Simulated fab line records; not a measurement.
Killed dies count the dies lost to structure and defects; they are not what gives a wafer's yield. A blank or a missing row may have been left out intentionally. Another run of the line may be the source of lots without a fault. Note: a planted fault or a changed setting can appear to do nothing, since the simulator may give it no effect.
Which tool is to blame? / flow berkeley cmos170 / 15 lots, 45 wafers sampled, at 4 steps of a route of 331

## WHAT THE GAUGES READ, wafer by wafer
UCB170_M1_CD_MEAS_90: target cd 700 nm.
lot=L121; measured=day 8 05:10; on=cd sem-02; cd nm (nm)=698.4 699.0 699.1
lot=L120; measured=day 8 06:34; on=cd sem-01; cd nm (nm)=701.0 701.4 703.6
lot=L124; measured=day 8 14:00; on=cd sem-01; cd nm (nm)=697.0 698.7 701.4
lot=L123; measured=day 8 15:05; on=cd sem-01; cd nm (nm)=702.2 700.0 702.5
lot=L122; measured=day 8 15:20; on=cd sem-01; cd nm (nm)=701.7 700.3 701.6
lot=L125; measured=day 9 21:37; on=cd sem-01; cd nm (nm)=700.1 701.0 700.0
lot=L129; measured=day 9 22:26; on=cd sem-01; cd nm (nm)=697.5 699.9 699.7
lot=L126; measured=day 9 23:26; on=cd sem-02; cd nm (nm)=698.8 695.6 696.9
lot=L131; measured=day 10 17:36; on=cd sem-02; cd nm (nm)=700.2 699.0 699.7
lot=L130; measured=day 11 00:15; on=cd sem-01; cd nm (nm)=697.1 699.6 697.1
lot=L139; measured=day 12 09:59; on=cd sem-01; cd nm (nm)=703.3 696.7 702.8
lot=L137; measured=day 12 10:57; on=cd sem-02; cd nm (nm)=699.2 699.0 702.1
lot=L140; measured=day 12 11:13; on=cd sem-01; cd nm (nm)=698.4 703.5 700.0
lot=L142; measured=day 13 03:04; on=cd sem-01; cd nm (nm)=706.0 705.0 705.3
lot=L143; measured=day 13 04:15; on=cd sem-01; cd nm (nm)=700.6 701.3 698.7

UCB170_V1_THK_MEAS_01.
lot=L121; measured=day 8 06:46; on=film metro-02; V1_TEOS_THK (nm)=2020 2088 2034
lot=L120; measured=day 8 09:26; on=film metro-02; V1_TEOS_THK (nm)=1969 1952 1997
lot=L124; measured=day 8 15:36; on=film metro-04; V1_TEOS_THK (nm)=1994 2000 2029
lot=L123; measured=day 8 16:56; on=film metro-03; V1_TEOS_THK (nm)=1940 1957 1972
lot=L122; measured=day 8 16:56; on=film metro-02; V1_TEOS_THK (nm)=1988 2007 2027
lot=L125; measured=day 9 23:12; on=film metro-04; V1_TEOS_THK (nm)=2008 2058 2033
lot=L129; measured=day 10 00:32; on=film metro-04; V1_TEOS_THK (nm)=2000 2041 2033
lot=L126; measured=day 10 01:53; on=film metro-02; V1_TEOS_THK (nm)=1988 2033 2028
lot=L131; measured=day 10 19:13; on=film metro-02; V1_TEOS_THK (nm)=1995 2026 2056
lot=L130; measured=day 11 01:51; on=film metro-04; V1_TEOS_THK (nm)=2005 1960 2009
lot=L139; measured=day 12 12:25; on=film metro-02; V1_TEOS_THK (nm)=1986 1992 1992
lot=L137; measured=day 12 13:45; on=film metro-03; V1_TEOS_THK (nm)=1976 1994 1984
lot=L140; measured=day 12 13:45; on=film metro-02; V1_TEOS_THK (nm)=2020 1993 2032
lot=L142; measured=day 13 05:37; on=film metro-02; V1_TEOS_THK (nm)=1993 1998 2052
lot=L143; measured=day 13 06:57; on=film metro-02; V1_TEOS_THK (nm)=1997 2011 2035

## WHAT TOOL EACH LOT RAN ON (gives the tool, then ch and the chambers of the sampled wafers, and finally the start)
lot=L121; UCB170_CONTACT_STRIP_19=plasma asher-04 ch 0,1, day 8 02:28; UCB170_M1_DEVELOP_08=litho track-02 ch 0, day 8 04:00
lot=L120; UCB170_CONTACT_STRIP_19=plasma asher-01 ch 0,1, day 8 04:26; UCB170_M1_DEVELOP_08=litho track-02 ch 0, day 8 05:00
lot=L124; UCB170_CONTACT_STRIP_19=plasma asher-03 ch 0,1, day 8 11:51; UCB170_M1_DEVELOP_08=litho track-02 ch 0, day 8 13:00
lot=L123; UCB170_CONTACT_STRIP_19=plasma asher-01 ch 0,1, day 8 12:55; UCB170_M1_DEVELOP_08=litho track-02 ch 0, day 8 14:00
lot=L122; UCB170_CONTACT_STRIP_19=plasma asher-04 ch 0,1, day 8 13:09; UCB170_M1_DEVELOP_08=litho track-03 ch 0, day 8 14:00
lot=L125; UCB170_CONTACT_STRIP_19=plasma asher-03 ch 0,1, day 9 19:41; UCB170_M1_DEVELOP_08=litho track-02 ch 0, day 9 21:00
lot=L129; UCB170_CONTACT_STRIP_19=plasma asher-01 ch 0,1, day 9 20:12; UCB170_M1_DEVELOP_08=litho track-03 ch 0, day 9 21:00
lot=L126; UCB170_CONTACT_STRIP_19=plasma asher-04 ch 0,1, day 9 21:29; UCB170_M1_DEVELOP_08=litho track-03 ch 0, day 9 22:00
lot=L131; UCB170_CONTACT_STRIP_19=plasma asher-03 ch 0,1, day 10 12:08; UCB170_M1_DEVELOP_08=litho track-02 ch 0, day 10 16:00
lot=L130; UCB170_CONTACT_STRIP_19=plasma asher-04 ch 0,1, day 10 20:25; UCB170_M1_DEVELOP_08=litho track-02 ch 0, day 10 23:00
lot=L139; UCB170_CONTACT_STRIP_19=plasma asher-01 ch 0,1, day 12 07:38; UCB170_M1_DEVELOP_08=litho track-02 ch 0, day 12 09:00
lot=L137; UCB170_CONTACT_STRIP_19=plasma asher-04 ch 0,1, day 12 09:02; UCB170_M1_DEVELOP_08=litho track-02 ch 0, day 12 10:00
lot=L140; UCB170_CONTACT_STRIP_19=plasma asher-03 ch 0,1, day 12 09:10; UCB170_M1_DEVELOP_08=litho track-02 ch 0, day 12 10:00
lot=L142; UCB170_CONTACT_STRIP_19=plasma asher-04 ch 0,1, day 13 01:01; UCB170_M1_DEVELOP_08=litho track-03 ch 0, day 13 02:00
lot=L143; UCB170_CONTACT_STRIP_19=plasma asher-03 ch 0,1, day 13 02:19; UCB170_M1_DEVELOP_08=litho track-03 ch 0, day 13 03:00
- UCB170_CONTACT_STRIP_19: strips in O2.
- UCB170_M1_DEVELOP_08: develop time 45 s.

## AS READ BY THE TOOLS THEMSELVES (means over the sampled wafers that have a number; for cases with no such wafer, the mark the record gives instead)
UCB170_CONTACT_STRIP_19.
lot=L121; tool=plasma asher-04; drypump motor current A (A)=5.4; oes product au (a.u.)=0.728
lot=L120; tool=plasma asher-01; drypump motor current A (A)=6.1; oes product au (a.u.)=0.726
lot=L124; tool=plasma asher-03; drypump motor current A (A)=5.2; oes product au (a.u.)=0.725
lot=L123; tool=plasma asher-01; drypump motor current A (A)=6.0; oes product au (a.u.)=0.725
lot=L122; tool=plasma asher-04; drypump motor current A (A)=5.4; oes product au (a.u.)=0.727
lot=L125; tool=plasma asher-03; drypump motor current A (A)=5.5; oes product au (a.u.)=0.728
lot=L129; tool=plasma asher-01; drypump motor current A (A)=5.8; oes product au (a.u.)=0.725
lot=L126; tool=plasma asher-04; drypump motor current A (A)=5.4; oes product au (a.u.)=0.725
lot=L131; tool=plasma asher-03; drypump motor current A (A)=5.5; oes product au (a.u.)=0.729
lot=L130; tool=plasma asher-04; drypump motor current A (A)=5.6; oes product au (a.u.)=0.727
lot=L139; tool=plasma asher-01; drypump motor current A (A)=5.8; oes product au (a.u.)=0.725
lot=L137; tool=plasma asher-04; drypump motor current A (A)=5.4; oes product au (a.u.)=0.730
lot=L140; tool=plasma asher-03; drypump motor current A (A)=5.4; oes product au (a.u.)=0.725
lot=L142; tool=plasma asher-04; drypump motor current A (A)=5.4; oes product au (a.u.)=0.727
lot=L143; tool=plasma asher-03; drypump motor current A (A)=5.5; oes product au (a.u.)=0.725

UCB170_M1_DEVELOP_08.
lot=L121; tool=litho track-02; developer temp C (C)=20.92
lot=L120; tool=litho track-02; developer temp C (C)=21.13
lot=L124; tool=litho track-02; developer temp C (C)=20.87
lot=L123; tool=litho track-02; developer temp C (C)=20.99
lot=L122; tool=litho track-03; developer temp C (C)=20.95
lot=L125; tool=litho track-02; developer temp C (C)=21.04
lot=L129; tool=litho track-03; developer temp C (C)=21.09
lot=L126; tool=litho track-03; developer temp C (C)=20.92
lot=L131; tool=litho track-02; developer temp C (C)=20.87
lot=L130; tool=litho track-02; developer temp C (C)=21.08
lot=L139; tool=litho track-02; developer temp C (C)=18.93
lot=L137; tool=litho track-02; developer temp C (C)=18.92
lot=L140; tool=litho track-02; developer temp C (C)=18.81
lot=L142; tool=litho track-03; developer temp C (C)=21.04
lot=L143; tool=litho track-03; developer temp C (C)=20.95

## THE ANSWER, worked out from the rows above alone
Rule: usual is defined by the lots themselves. Put in order of their means at a reading, lots are off if they are a third of the lots or fewer, leave a main group of 4 or more, and stand apart from it by a gap of 3 or more times the standard deviation of the main group's means; of several such gaps the widest counts. The tables above print the reading to a certain number of digits; a main group whose means all agree to those digits is not used. A lot without any number at a reading at which 4 lots or more have one is off too. All remaining lots with rows at the step are treated as sound. After the gauges, taken in route order, come the tools' own readings; for these a lot's mean is taken, as printed above. At the first step where some lot is off, the reading lying furthest off is the one used; lots without a number count as furthest.
Off: L139, L137, L140, at UCB170_M1_DEVELOP_08 (developer temp C). Main group: mean 20.99 C, sd 0.084.
A tool fits if, at that step or a process step before it, it ran every lot that is off, and no sound lot after the first of them. One fits: litho track-02 at UCB170_M1_DEVELOP_08. Its last sound lot is L130 (day 10 23:00), its first lot that is off L139 (day 12 09:00): a fault that began between those two fits.
On the lots that are off, the tool's own readings at UCB170_M1_DEVELOP_08 differ by more than 5 times the standard deviation of the sound lots' means, which bears it out; developer temp C reads 18.89 C there versus 20.99 C on the sound lots.

## WHAT HAD BEEN PUT IN BY THE SIMULATOR
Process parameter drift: litho track-02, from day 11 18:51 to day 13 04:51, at UCB170_M1_DEVELOP_08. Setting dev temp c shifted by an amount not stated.
Struck lots among those shown: L139, L137, L140. The same result came from the rule above.
